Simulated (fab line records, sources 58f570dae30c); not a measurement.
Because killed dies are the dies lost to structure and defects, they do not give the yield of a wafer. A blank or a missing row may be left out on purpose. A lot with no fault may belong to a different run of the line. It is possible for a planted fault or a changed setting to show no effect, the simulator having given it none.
What tool caused it? | flow berkeley_cmos170 | 42 wafers from 14 lots sampled at 5 of the route's 331 steps

== WHAT EACH GAUGE READ, for each wafer ==
UCB170_PWELL_TW_MEAS_17.
lot  | measured    | on            | PWELL_TW
L130 | day 3 09:04 | film_metro-04 | 378.1 377.4 376.2
L131 | day 3 10:46 | film_metro-02 | 376.4 374.8 377.0
L132 | day 3 16:46 | film_metro-02 | 374.3 374.9 375.2
L133 | day 3 20:32 | film_metro-04 | 378.3 377.7 379.6
L134 | day 3 21:04 | film_metro-02 | 374.8 377.7 375.3
L135 | day 4 03:23 | film_metro-04 | 377.7 375.7 376.8
L142 | day 5 20:56 | film_metro-04 | 387.8 388.0 388.8
L143 | day 6 03:17 | film_metro-03 | 392.8 392.7 394.4
L144 | day 6 07:56 | film_metro-03 | 381.0 380.3 376.1
L148 | day 6 22:59 | film_metro-03 | 380.1 380.5 381.4
L147 | day 6 23:07 | film_metro-04 | 376.6 376.2 376.2
L149 | day 7 07:10 | film_metro-03 | 379.8 378.4 379.3
L151 | day 7 16:28 | film_metro-02 | 377.6 377.2 378.7
L152 | day 7 22:02 | film_metro-02 | 376.8 375.0 375.2

UCB170_PSD_CD_MEAS_06: target cd 1200 nm.
lot  | measured     | on        | cd_nm (nm)
L130 | day 6 22:49  | cd_sem-01 | 1197.3 1198.6 1197.6
L131 | day 7 07:20  | cd_sem-02 | 1199.6 1199.5 1199.9
L132 | day 7 07:50  | cd_sem-02 | 1202.0 1202.2 1201.6
L133 | day 7 07:38  | cd_sem-01 | 1201.0 1202.3 1203.4
L134 | day 7 07:20  | cd_sem-01 | 1201.3 1202.1 1201.5
L135 | day 7 19:19  | cd_sem-01 | 1199.6 1199.8 1200.1
L142 | day 9 15:56  | cd_sem-02 | 1199.0 1201.0 1200.0
L143 | day 9 16:05  | cd_sem-02 | 1200.9 1201.5 1201.0
L144 | day 9 23:30  | cd_sem-01 | 1202.1 1202.8 1202.1
L148 | day 10 08:16 | cd_sem-02 | 1200.2 1200.8 1199.1
L147 | day 10 08:41 | cd_sem-02 | 1199.7 1200.0 1199.5
L149 | day 11 00:32 | cd_sem-02 | 1198.5 1199.2 1198.3
L151 | day 11 05:20 | cd_sem-02 | 1203.0 1200.9 1201.1
L152 | day 11 06:04 | cd_sem-02 | 1199.6 1200.5 1199.7

UCB170_NSD_OVL_MEAS_07.
lot  | measured     | on         | NSD_OVL (nm)
L130 | day 7 02:40  | overlay-01 | -4 5 -2
L131 | day 7 10:26  | overlay-02 | -4 -6 -1
L132 | day 7 10:55  | overlay-02 | 13 4 3
L133 | day 7 10:38  | overlay-01 | -1 -1 -1
L134 | day 7 10:16  | overlay-01 | 4 8 1
L135 | day 7 22:09  | overlay-01 | 10 6 0
L142 | day 9 17:47  | overlay-01 | 2 -2 8
L143 | day 9 18:20  | overlay-02 | -1 3 9
L144 | day 10 01:27 | overlay-02 | 5 1 6
L148 | day 10 10:05 | overlay-01 | -4 -4 -3
L147 | day 10 10:31 | overlay-01 | 0 1 5
L149 | day 11 03:38 | overlay-01 | -1 9 -4
L151 | day 11 08:17 | overlay-01 | 5 1 3
L152 | day 11 08:40 | overlay-01 | -1 -1 1

== WHAT TOOL EACH LOT RAN ON (gives the tool, then ch and the chambers of the sampled wafers, and finally the start) ==
lot  | UCB170_PWELL_IMPLANT_15        | UCB170_PFIELD_STRIP_08
L130 | implanter-02 ch 0, day 3 08:52 | plasma_asher-03 ch 0,1, day 4 17:24
L131 | implanter-01 ch 0, day 3 10:31 | plasma_asher-02 ch 0,1, day 4 21:32
L132 | implanter-04 ch 0, day 3 16:32 | plasma_asher-04 ch 0,1, day 5 01:59
L133 | implanter-04 ch 0, day 3 20:15 | plasma_asher-03 ch 0,1, day 5 01:43
L134 | implanter-02 ch 0, day 3 20:50 | plasma_asher-02 ch 0,1, day 5 01:10
L135 | implanter-01 ch 0, day 4 03:08 | plasma_asher-04 ch 0,1, day 5 09:44
L142 | implanter-02 ch 0, day 5 20:41 | plasma_asher-02 ch 0,1, day 7 03:12
L143 | implanter-02 ch 0, day 6 03:04 | plasma_asher-04 ch 0,1, day 7 08:07
L144 | implanter-01 ch 0, day 6 07:41 | plasma_asher-04 ch 0,1, day 7 15:47
L148 | implanter-04 ch 0, day 6 22:47 | plasma_asher-04 ch 0,1, day 8 03:27
L147 | implanter-04 ch 0, day 6 22:52 | plasma_asher-03 ch 0,1, day 8 03:33
L149 | implanter-01 ch 0, day 7 06:56 | plasma_asher-04 ch 0, day 8 18:08
L151 | implanter-04 ch 0, day 7 16:13 | plasma_asher-02 ch 0,1, day 9 02:42
L152 | implanter-04 ch 0, day 7 21:47 | plasma_asher-04 ch 0,1, day 9 02:26
- UCB170_PWELL_IMPLANT_15
- UCB170_PFIELD_STRIP_08: strips in O2.

== AS READ BY THE TOOLS THEMSELVES (means over the sampled wafers that have a number; for cases with no such wafer, the mark the record gives instead) ==
UCB170_PWELL_IMPLANT_15.
lot  | tool         | dose_ions_cm2 | faraday_current_uA
L130 | implanter-02 | 5e+12         | 16.0
L131 | implanter-01 | 5e+12         | 16.2
L132 | implanter-04 | 5e+12         | 15.5
L133 | implanter-04 | 5e+12         | 15.7
L134 | implanter-02 | 5e+12         | 15.8
L135 | implanter-01 | 5e+12         | 15.9
L142 | implanter-02 | 6e+12         | 17.9
L143 | implanter-02 | 6e+12         | 17.9
L144 | implanter-01 | 5e+12         | 15.9
L148 | implanter-04 | 5e+12         | 15.6
L147 | implanter-04 | 5e+12         | 15.8
L149 | implanter-01 | 5e+12         | 15.8
L151 | implanter-04 | 5e+12         | 15.8
L152 | implanter-04 | 5e+12         | 16.1

UCB170_PFIELD_STRIP_08.
lot  | tool            | chamber_pressure_mTorr (mTorr) | drypump_motor_current_A (A) | oes_product_au (a.u.) | strip_time_to_endpoint_s (s)
L130 | plasma_asher-03 | 3498.1                         | 5.4                         | 0.732                 | 21.59
L131 | plasma_asher-02 | 3501.3                         | 5.5                         | 0.734                 | 21.62
L132 | plasma_asher-04 | 3499.1                         | 5.7                         | 0.733                 | 21.56
L133 | plasma_asher-03 | 3500.2                         | 5.4                         | 0.733                 | 21.63
L134 | plasma_asher-02 | 3502.4                         | 5.5                         | 0.737                 | 21.69
L135 | plasma_asher-04 | 3499.6                         | 5.7                         | 0.738                 | 21.51
L142 | plasma_asher-02 | 3498.9                         | 5.5                         | 0.736                 | 21.68
L143 | plasma_asher-04 | 3497.7                         | 6.0                         | 0.729                 | 21.56
L144 | plasma_asher-04 | 3498.7                         | 6.0                         | 0.738                 | 21.67
L148 | plasma_asher-04 | 3497.2                         | 6.0                         | 0.731                 | 21.55
L147 | plasma_asher-03 | 3501.0                         | 5.4                         | 0.738                 | 21.64
L149 | plasma_asher-04 | 3501.0                         | 6.2                         | 0.733                 | 21.50
L151 | plasma_asher-02 | 3502.5                         | 5.6                         | 0.730                 | 21.59
L152 | plasma_asher-04 | 3496.6                         | 5.7                         | 0.729                 | 21.69

== THE ANSWER, worked out from the rows above alone ==
Rule: what is usual is taken from the lots themselves. The widest of any qualifying gaps counts: lots, ordered by their means at a reading, are off when they make up no more than a third of the lots, leave a main group of 4 or more, and stand apart from it by 3 or more times the standard deviation of that group's means. A main group is skipped when, at the precision printed for the reading in the tables above, its means are all equal. A lot without any number at a reading at which 4 lots or more have one is off too. Any other lot the step has rows for is counted as sound. After the gauges, taken in route order, come the tools' own readings; for these a lot's mean is taken, as printed above. At the first step where some lot is off, the reading lying furthest off is the one used; lots without a number count as furthest.
Off: L142, L143, seen at UCB170_PWELL_TW_MEAS_17 (PWELL_TW). Mean 377.3 and standard deviation 1.7 in the main group.
If a tool, at a process step before that reading, ran all the lots that are off and no sound lot after the first of them, it fits. The gauges at UCB170_PWELL_TW_MEAS_17 aren't tried: what is off there is off at UCB170_PWELL_IMPLANT_15 too, on other tools, and a gauge's error can't cause that. One candidate fits, namely implanter-02 at UCB170_PWELL_IMPLANT_15. Its last sound lot is L134 (day 3 20:50), its first lot that is off L142 (day 5 20:41): a fault that began between those two fits.
The tool's own readings at UCB170_PWELL_IMPLANT_15 bear it out: on the lots that are off they differ by more than 5 times the standard deviation of the sound lots' means. dose_ions_cm2 reads 6e+12 there against 5e+12 on the sound lots; faraday_current_uA reads 17.9 there against 15.8 on the sound lots.

== WHAT THE SIMULATOR HAD PUT IN ==
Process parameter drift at UCB170_PWELL_IMPLANT_15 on implanter-02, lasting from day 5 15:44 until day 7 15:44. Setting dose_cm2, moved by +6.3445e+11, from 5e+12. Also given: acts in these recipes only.
Lots struck among those shown: L142, L143. The rule above found the same.
